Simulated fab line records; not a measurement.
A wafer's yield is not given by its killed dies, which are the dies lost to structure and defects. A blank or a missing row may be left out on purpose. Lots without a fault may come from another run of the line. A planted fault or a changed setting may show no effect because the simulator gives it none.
Which of the tools did it? -- flow rit-cmos -- 42 wafers from 14 lots sampled at 5 of the route's 202 steps

== WHAT THE GAUGES SHOWED, per wafer ==
RIT_GATE_THK_MEAS_07.
lot,measured,on,GATE_OXIDE_THK (nm)
L747,day 2 13:38,film-metro-04,3.10 3.05 2.98
L749,day 3 05:08,film-metro-02,3.00 3.04 3.01
L750,day 3 05:08,film-metro-04,2.96 2.99 3.03
L751,day 3 16:50,film-metro-02,2.91 2.95 2.90
L753,day 4 05:52,film-metro-01,2.95 2.89 2.96
L756,day 4 13:25,film-metro-02,3.02 3.04 3.03
L757,day 4 15:10,film-metro-04,2.94 2.90 2.97
L758,day 5 00:32,film-metro-02,2.99 2.91 2.92
L759,day 5 01:55,film-metro-04,3.03 3.07 3.04
L760,day 5 06:50,film-metro-02,2.90 2.97 2.91
L761,day 5 10:57,film-metro-02,3.07 2.94 2.93
L763,day 5 21:21,film-metro-04,2.99 3.02 3.04
L766,day 6 13:23,film-metro-04,2.61 2.73 2.71
L769,day 7 07:58,film-metro-04,2.72 2.69 2.73

RIT_GATE_OVL_MEAS_17.
lot,measured,on,GATE_OVL (nm)
L747,day 2 16:28,overlay-02,2.1 2.2 2.3
L749,day 3 08:40,overlay-02,0.5 2.0 0.2
L750,day 3 08:54,overlay-01,-0.2 0.1 0.0
L751,day 3 20:20,overlay-02,-0.4 0.8 -0.3
L753,day 4 08:49,overlay-02,2.0 1.4 0.8
L756,day 4 16:10,overlay-02,0.5 1.8 0.1
L757,day 4 18:47,overlay-02,1.2 1.1 2.1
L758,day 5 03:28,overlay-02,-1.1 -3.6 -1.2
L759,day 5 04:37,overlay-01,-1.1 0.1 1.2
L760,day 5 09:39,overlay-02,1.8 1.7 1.1
L761,day 5 13:47,overlay-01,0.8 0.8 0.6
L763,day 6 00:10,overlay-01,3.1 3.6 2.2
L766,day 6 16:32,overlay-01,-0.4 -2.0 0.1
L769,day 7 10:56,overlay-01,0.0 1.0 0.9

RIT_NSD_OVL_MEAS_06.
lot,measured,on,NSD_OVL (nm)
L747,day 3 07:05,overlay-01,0.2 0.6 -0.1
L749,day 3 20:44,overlay-01,-2.8 -1.2 0.5
L750,day 3 22:33,overlay-01,1.0 -0.3 0.8
L751,day 4 06:56,overlay-01,-0.6 -2.1 -1.0
L753,day 4 19:55,overlay-01,1.7 1.8 0.7
L756,day 5 03:09,overlay-01,1.3 -1.3 -1.5
L757,day 5 07:13,overlay-02,-1.9 -1.2 -1.3
L758,day 5 13:44,overlay-01,-0.2 -0.1 -0.7
L759,day 5 15:51,overlay-01,-1.1 -0.5 -2.9
L760,day 5 21:57,overlay-01,-1.0 -0.7 1.4
L761,day 5 23:56,overlay-02,-1.5 -0.9 -0.5
L763,day 6 10:11,overlay-02,1.9 1.4 1.5
L766,day 7 08:41,overlay-01,0.0 1.1 0.7
L769,day 7 22:11,overlay-01,1.2 1.9 0.9

RIT_PSD_OVL_MEAS_06.
lot,measured,on,PSD_OVL (nm)
L747,day 3 08:40,overlay-01,2.8 2.4 3.8
L749,day 3 22:17,overlay-02,2.3 0.7 -0.8
L750,day 4 00:05,overlay-01,2.6 3.7 3.4
L751,day 4 08:31,overlay-01,2.8 1.5 2.1
L753,day 4 21:28,overlay-01,1.6 1.8 2.9
L756,day 5 04:46,overlay-01,1.5 3.1 2.6
L757,day 5 08:45,overlay-01,1.5 2.3 1.9
L758,day 5 15:12,overlay-01,0.9 0.6 1.4
L759,day 5 17:24,overlay-02,2.4 2.5 0.7
L760,day 5 23:22,overlay-02,1.1 0.4 1.2
L761,day 6 01:22,overlay-01,2.8 2.4 4.3
L763,day 6 11:49,overlay-02,0.2 2.8 0.9
L766,day 7 10:20,overlay-01,2.7 3.4 4.0
L769,day 7 23:37,overlay-02,2.2 2.1 1.6

== TOOL THAT RAN EACH LOT (tool first, then ch and the chambers of the sampled wafers, then the start) ==
lot,RIT_GATE_OXIDATION_05
L747,"furnace-04 ch 0, day 2 10:22"
L749,"furnace-03 ch 0, day 2 23:16"
L750,"furnace-03 ch 0, day 2 23:16"
L751,"furnace-03 ch 0, day 3 14:11"
L753,"furnace-01 ch 0, day 4 02:25"
L756,"furnace-04 ch 0, day 4 11:01"
L757,"furnace-04 ch 0, day 4 12:05"
L758,"furnace-03 ch 0, day 4 23:01"
L759,"furnace-04 ch 0, day 5 00:35"
L760,"furnace-04 ch 0, day 5 03:32"
L761,"furnace-03 ch 0, day 5 08:47"
L763,"furnace-03 ch 0, day 5 18:43"
L766,"furnace-03 ch 0, day 6 12:04"
L769,"furnace-03 ch 0, day 7 02:08"
- RIT_GATE_OXIDATION_05: target thk 3 nm, ox time 270 s.

== WHAT THE TOOLS THEMSELVES READ (means of the sampled wafers that have a number; where no wafer has one, the mark that the record gives instead) ==
RIT_GATE_OXIDATION_05.
lot,tool,spike-tc-centre-C (C),spike-tc-load-C (C)
L747,furnace-04,902.7,924.5
L749,furnace-03,903.8,929.1
L750,furnace-03,904.7,929.0
L751,furnace-03,904.4,929.5
L753,furnace-01,899.5,927.7
L756,furnace-04,902.1,924.7
L757,furnace-04,902.6,925.4
L758,furnace-03,904.6,929.6
L759,furnace-04,902.1,924.9
L760,furnace-04,902.4,925.0
L761,furnace-03,905.7,929.0
L763,furnace-03,904.5,929.2
L766,furnace-03,906.3,929.2
L769,furnace-03,905.2,928.8

== THE ANSWER, worked out from the rows above alone ==
Rule: what is usual is taken from the lots themselves. Put in order of their means at a reading, lots are off if they are a third of the lots or fewer, leave a main group of 4 or more, and stand apart from it by a gap of 3 or more times the standard deviation of the main group's means; of several such gaps the widest counts. The tables above print the reading to a certain number of digits; a main group whose means all agree to those digits is not used. Also off: a lot with no number at a reading for which 4 or more lots have one. All remaining lots with rows at the step are treated as sound. The gauges are gone through in route order, then the tools' own readings, and for those a lot's mean is taken as printed above. The first step at which some lot is off is used, and at that step the reading that is off furthest; a lot without a number counts as furthest.
Off: L766, L769, seen at RIT_GATE_THK_MEAS_07 (GATE_OXIDE_THK). The main group: mean 2.98 nm, standard deviation 0.046.
A tool fits if, at a process step before that reading, it ran every lot that is off, and no sound lot after the first of them. Those tools and the gauges at RIT_GATE_THK_MEAS_07 are tried in the same way. 2 tools fit, furnace-03 at RIT_GATE_OXIDATION_05 and film-metro-04 at RIT_GATE_THK_MEAS_07, so this cannot tell which one it is.

== WHAT THE SIMULATOR HAD INSERTED ==
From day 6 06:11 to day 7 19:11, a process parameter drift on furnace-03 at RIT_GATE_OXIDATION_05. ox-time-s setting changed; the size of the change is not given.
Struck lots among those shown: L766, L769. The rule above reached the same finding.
